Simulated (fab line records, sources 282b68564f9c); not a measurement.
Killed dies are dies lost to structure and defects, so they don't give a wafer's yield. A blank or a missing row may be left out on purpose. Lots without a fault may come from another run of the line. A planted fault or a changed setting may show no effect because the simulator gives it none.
A struck lot beside a sound one | flow rit_cmos | 21 steps out of a route of 202
Sound: wafers L641.2, L641.3, L641.6. Struck: wafers L646.1, L646.3, L646.4. The cause comes at the end.
At each step with rows: each side's tool, then ch and its chambers, then its first start. Under that, the readings that differ: sound wafers | struck wafers | difference of the means | sigmas: that difference in standard deviations of wafers without a fault.
alike: readings whose means differ by less than 2 such deviations, and words and numbers that are the same on both sides. not compared: withheld readings, readings that some wafer has no value for, bounds like >300 that may hide the same value, and numbers for which the record gives no deviation and whose values overlap.
The two part at a step that has a row with sigmas, a row that says differs or no value, or rows on one side only. Numbers that don't overlap but have no deviation are shown without sigmas and don't part them. A reading that every wafer of one side lacks parts them only if that side has two wafers or more.

first, 1 step without rows for these wafers: RIT_CONTACT_HARDBAKE_10 (time 60 s).
RIT_CONTACT_ETCH_11: etches SiO2 in CHF3/CF4/Ar, stops on TiSi2, target depth 480 nm, time 320 s.
  sound on rie_diel-04 ch 0,1,3, day 3 15:23; struck on rie_diel-04 ch 0,1,2, day 4 16:34
  alike: drypump_motor_current_A, oes_product_au, throttle_valve_pct
  not compared: rf_hours_counter_h
RIT_CONTACT_STRIP_12: strips in O2, time 180 s.
  sound on plasma_asher-02 ch 1, day 3 15:34; struck on plasma_asher-02 ch 0,1, day 4 16:45
  alike: drypump_motor_current_A
  not compared: rf_hours_counter_h
RIT_CONTACT_CD_MEAS_90: target cd 1000 nm.
  sound on cd_sem-01, day 3 15:46; struck on cd_sem-02, day 4 16:56
  alike: cd_nm
then, 2 steps without rows for these wafers: RIT_CONTACT_CLEAN_13 (cleans in SC1, time 600 s); RIT_CONTACT_CLEAN_14 (cleans in SC2, time 600 s).
RIT_M1_SPUTTER_00: material Al, target thk 400 nm, time 500 s.
  sound on pvd_sputter-03, day 3 16:14; struck on pvd_sputter-01, day 4 17:24
  alike: throttle_valve_pct
RIT_M1_RS_MEAS_01: measures by four-point-probe.
  sound on film_metro-04, day 3 16:32; struck on film_metro-01, day 4 17:41
  alike: M1_AL_RS
RIT_M1_THK_MEAS_02: measures by xrf.
  sound on film_metro-04, day 3 16:39; struck on film_metro-01, day 4 17:49
  alike: M1_AL_THK
then, 3 steps without rows for these wafers: RIT_M1_HMDS_03 (prime time 60 s); RIT_M1_COAT_04 (resist thk 1300 nm); RIT_M1_SOFTBAKE_05 (time 60 s).
RIT_M1_EXPOSE_06: exposes mask M12, target cd 2600 nm.
  sound on iline_stepper-01 ch 0, day 3 17:10; struck on iline_stepper-02 ch 0, day 4 18:19
  reading | sound             | struck                     | difference | sigmas
  mask    | M12#0 M12#0 M12#0 | M12_R1#0 M12_R1#0 M12_R1#0 | differs    |
  alike: exposure_dose_mJ_cm2
then, 2 steps without rows for these wafers: RIT_M1_PEB_07; RIT_M1_DEVELOP_08 (develop time 68 s).
RIT_M1_CD_MEAS_09: target cd 2600 nm.
  sound on cd_sem-02, day 3 17:36; struck on cd_sem-02, day 4 18:45
  reading    | sound                | struck               | difference | sigmas
  cd_nm (nm) | 2599.1 2598.5 2597.3 | 2249.2 2247.8 2248.8 | -349.7     | -99 or more
RIT_M1_OVL_MEAS_10:
  sound on overlay-01, day 3 17:43; struck on overlay-01, day 4 18:52
  alike: M1_OVL
then, 1 step without rows for these wafers: RIT_M1_HARDBAKE_11 (time 120 s).
RIT_M1_METAL_ETCH_12: etches Al in Cl2/BCl3, stops on SiO2, time 165 s, target depth 600 nm.
  sound on rie_metal-01 ch 0,1, day 3 17:59; struck on rie_metal-02 ch 0,1, day 4 19:10
  reading             | sound          | struck         | difference | sigmas
  model.M1.cd_nm (nm) | 2600 2599 2599 | 2250 2247 2250 | -350       |
  alike: drypump_motor_current_A, mfc_cl2_sccm, oes_product_au, throttle_valve_pct
  not compared: rf_hours_counter_h
then, 1 step without rows for these wafers: RIT_M1_STRIP_13 (strips in nmp, time 600 s).
RIT_M1_PROBE_99:
  sound on prober-02, day 3 20:19; struck on prober-01, day 4 21:26
  reading                                    | sound                | struck               | difference | sigmas
  defect_limited_yield (%)                   | 98.1 97.0 98.1       | 89.4 87.1 86.0       | -10.2      | -9
  killed_at_M0_to_M3                         | 0 0 0                | 15 22 33             | +23        | +99 or more
  killed_dies                                | 5 8 5                | 28 34 37             | +27        | +9
  killed_on_rim                              | 2 2 0                | 13 20 28             | +19        | +15
  sort_bin_5_function (%)                    | 0.8 1.9 1.9          | 9.1 11.7 12.9        | +9.7       | +12
  sort_n_pass                                | 259 256 259          | 236 230 227          | -27        | -9
  sort_yield_pct (%)                         | 98.1 97.0 98.1       | 89.4 87.1 86.0       | -10.2      | -9
  model.etest.m1.width_nm (nm)               | 2600 2603 2598       | 2255 2252 2244       | -350       |
  model.etest.tester.sort_n_pass             | 259 256 259          | 236 230 227          | -27        |
  model.etest.tester.sort_yield_pct (%)      | 98.11 96.97 98.11    | 89.39 87.12 85.98    | -10.23     |
  model.etest.tester.sort_bin_5_pct (%)      | 0.7576 1.894 1.894   | 9.091 11.74 12.88    | +9.722     |
  model.etest.nmos_0p15.junction_log10_a_um  | -13.46 -13.44 -13.55 | -11.88 -11.89 -11.88 | +1.60      |
  model.etest.nmos_narrow.off_log10_a_um     | -13.26 -13.26 -13.36 | -11.87 -11.88 -11.87 | +1.42      |
  model.etest.gate_end_array.leak_log10_a_um | -12.96 -12.87 -12.96 | -11.62 -11.72 -11.71 | +1.25      |
  model.etest.nmos_0p3.off_log10_a_um        | -13.23 -13.06 -13.1  | -11.86 -11.87 -11.87 | +1.26      |
  alike: killed_at_contacts, killed_at_front_end, killed_open, killed_short, sort_bin_3_pad_short, sort_bin_6_memory

WHERE THEY PART
First at RIT_M1_EXPOSE_06; last, within this record, at RIT_M1_PROBE_99.

WHY: what the simulator had put in
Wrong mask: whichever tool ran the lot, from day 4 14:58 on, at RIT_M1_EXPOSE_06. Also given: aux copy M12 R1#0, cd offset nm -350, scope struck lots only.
